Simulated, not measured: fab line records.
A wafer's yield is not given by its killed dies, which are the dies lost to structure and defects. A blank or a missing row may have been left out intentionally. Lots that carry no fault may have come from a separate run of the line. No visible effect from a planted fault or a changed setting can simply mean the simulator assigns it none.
Split-lot experiment :: flow berkeley_cmos170 :: 23 wafers read from 5 lots, route of 331 steps

## ABOUT THE SPLIT
At UCB170_PSD_IMPLANT_08, the setting energy_kev was moved away from the recipe's 20 on 5 of the 23 wafers read, by +3.0% to +4.0%. This setting was run at the recipe's value on the other wafers.

The reading comes from the split's own step.

## THE READING
implant.drp_nm (the simulator's own value, which no gauge read), in nm, at UCB170_PSD_IMPLANT_08. There is no usual value for it anywhere in the file.

wafer: L074.1
tool, chamber at the split: implanter-02, 0
energy_kev as run: 20.59
against the recipe: +3.0%
implant.drp_nm, nm: 28.97
against lot-mates on the recipe: +0.63

wafer: L074.2
tool, chamber at the split: implanter-02, 0
energy_kev as run: 20.59
against the recipe: +3.0%
implant.drp_nm, nm: 28.97
against lot-mates on the recipe: +0.63

wafer: L074.5
tool, chamber at the split: implanter-02, 0
energy_kev as run: 20.59
against the recipe: +3.0%
implant.drp_nm, nm: 28.97
against lot-mates on the recipe: +0.63

wafer: L074.3
tool, chamber at the split: implanter-02, 0
energy_kev as run: 20
against the recipe: recipe
implant.drp_nm, nm: 28.34
against lot-mates on the recipe: -

wafer: L074.4
tool, chamber at the split: implanter-02, 0
energy_kev as run: 20
against the recipe: recipe
implant.drp_nm, nm: 28.34
against lot-mates on the recipe: -

wafer: L078.2
tool, chamber at the split: implanter-03, 0
energy_kev as run: 20
against the recipe: recipe
implant.drp_nm, nm: 28.34
against lot-mates on the recipe: -

wafer: L078.4
tool, chamber at the split: implanter-03, 0
energy_kev as run: 20
against the recipe: recipe
implant.drp_nm, nm: 28.34
against lot-mates on the recipe: -

wafer: L078.5
tool, chamber at the split: implanter-03, 0
energy_kev as run: 20
against the recipe: recipe
implant.drp_nm, nm: 28.34
against lot-mates on the recipe: -

wafer: L078.3
tool, chamber at the split: implanter-03, 0
energy_kev as run: 20.8
against the recipe: +4.0%
implant.drp_nm, nm: 29.22
against lot-mates on the recipe: +0.88

wafer: L078.6
tool, chamber at the split: implanter-03, 0
energy_kev as run: 20.8
against the recipe: +4.0%
implant.drp_nm, nm: 29.22
against lot-mates on the recipe: +0.88

wafer: L082.1
tool, chamber at the split: implanter-02, 0
energy_kev as run: 20
against the recipe: recipe
implant.drp_nm, nm: 28.34
against lot-mates on the recipe: -

wafer: L082.2
tool, chamber at the split: implanter-02, 0
energy_kev as run: 20
against the recipe: recipe
implant.drp_nm, nm: 28.34
against lot-mates on the recipe: -

wafer: L082.3
tool, chamber at the split: implanter-02, 0
energy_kev as run: 20
against the recipe: recipe
implant.drp_nm, nm: 28.34
against lot-mates on the recipe: -

wafer: L082.5
tool, chamber at the split: implanter-02, 0
energy_kev as run: 20
against the recipe: recipe
implant.drp_nm, nm: 28.34
against lot-mates on the recipe: -

wafer: L082.6
tool, chamber at the split: implanter-02, 0
energy_kev as run: 20
against the recipe: recipe
implant.drp_nm, nm: 28.34
against lot-mates on the recipe: -

wafer: L083.1
tool, chamber at the split: implanter-04, 0
energy_kev as run: 20
against the recipe: recipe
implant.drp_nm, nm: 28.34
against lot-mates on the recipe: -

wafer: L083.2
tool, chamber at the split: implanter-04, 0
energy_kev as run: 20
against the recipe: recipe
implant.drp_nm, nm: 28.34
against lot-mates on the recipe: -

wafer: L083.4
tool, chamber at the split: implanter-04, 0
energy_kev as run: 20
against the recipe: recipe
implant.drp_nm, nm: 28.34
against lot-mates on the recipe: -

wafer: L083.5
tool, chamber at the split: implanter-04, 0
energy_kev as run: 20
against the recipe: recipe
implant.drp_nm, nm: 28.34
against lot-mates on the recipe: -

wafer: L083.6
tool, chamber at the split: implanter-04, 0
energy_kev as run: 20
against the recipe: recipe
implant.drp_nm, nm: 28.34
against lot-mates on the recipe: -

wafer: L084.2
tool, chamber at the split: implanter-02, 0
energy_kev as run: 20
against the recipe: recipe
implant.drp_nm, nm: 28.34
against lot-mates on the recipe: -

wafer: L084.4
tool, chamber at the split: implanter-02, 0
energy_kev as run: 20
against the recipe: recipe
implant.drp_nm, nm: 28.34
against lot-mates on the recipe: -

wafer: L084.5
tool, chamber at the split: implanter-02, 0
energy_kev as run: 20
against the recipe: recipe
implant.drp_nm, nm: 28.34
against lot-mates on the recipe: -

FIT RESULTS
A straight line over all 23 wafers: implant.drp_nm changes by +0.217 nm for each +1% of energy_kev; r = +1.00; the points scatter about the line by 0.0053 nm.
The same after taking each lot's own level away (the mean of its wafers on the recipe; 23 wafers): +0.217 nm for each +1%; r = +1.00; scatter 0.0053 nm.
On that fit, the largest move of energy_kev shifts the reading by 0.87 nm.
The lots' own levels span 28.340 to 28.340 nm.
The two slopes are in agreement: the lot-to-lot level therefore moves the slope only a little.
Check: with one of the wafers moved furthest among these (+4.0%) left out of the fit, the line predicts +0.864 nm for it against its lot-mates. Against them it came out at +0.88 nm.

## OTHER SPLITS ON THESE WAFERS
Before the reading, these wafers also passed through other splits. Each is held against what the fit with the lots' levels taken away leaves over:
other split on the same wafers: UCB170_ACTIVE_CVD_05 temp_c
wafers away from the commonest value: 5
r with implant.drp_nm (lot level and that fit taken away): +0.05

other split on the same wafers: UCB170_PVT_COAT_01 resist_thk_nm
wafers away from the commonest value: 9
r with implant.drp_nm (lot level and that fit taken away): +0.25

other split on the same wafers: UCB170_PVT_DEVELOP_05 dev_temp_c
wafers away from the commonest value: 5
r with implant.drp_nm (lot level and that fit taken away): +0.19

other split on the same wafers: UCB170_NLDD_COAT_01 spin_rpm
wafers away from the commonest value: 8
r with implant.drp_nm (lot level and that fit taken away): -0.38

other split on the same wafers: UCB170_NLDD_IMPLANT_09 energy_kev
wafers away from the commonest value: 8
r with implant.drp_nm (lot level and that fit taken away): -0.26

other split on the same wafers: UCB170_PSD_PEB_04 peb_temp_c
wafers away from the commonest value: 6
r with implant.drp_nm (lot level and that fit taken away): +0.22

## THE WHOLE CHAIN: every reading that the file lists as answering this split, in the file's order
step: UCB170_PSD_IMPLANT_08
what it does: 
reading: implant.rp_nm (the simulator's own value, which no gauge read)
change (the file's fit): +0.64 nm for each +1% of the setting
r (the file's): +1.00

step: UCB170_PSD_IMPLANT_08
what it does: 
reading: implant.drp_nm (the simulator's own value, which no gauge read)
change (the file's fit): +0.218 nm for each +1% of the setting
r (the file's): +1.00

step: UCB170_PSD_STRIP_09
what it does: strips in O2
reading: strip_time_to_endpoint_s
change (the file's fit): withheld for each +1% of the setting
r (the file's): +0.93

## FILE'S OWN FIT
implant.drp_nm changes by +0.218 nm for each +1% of energy_kev, r = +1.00.
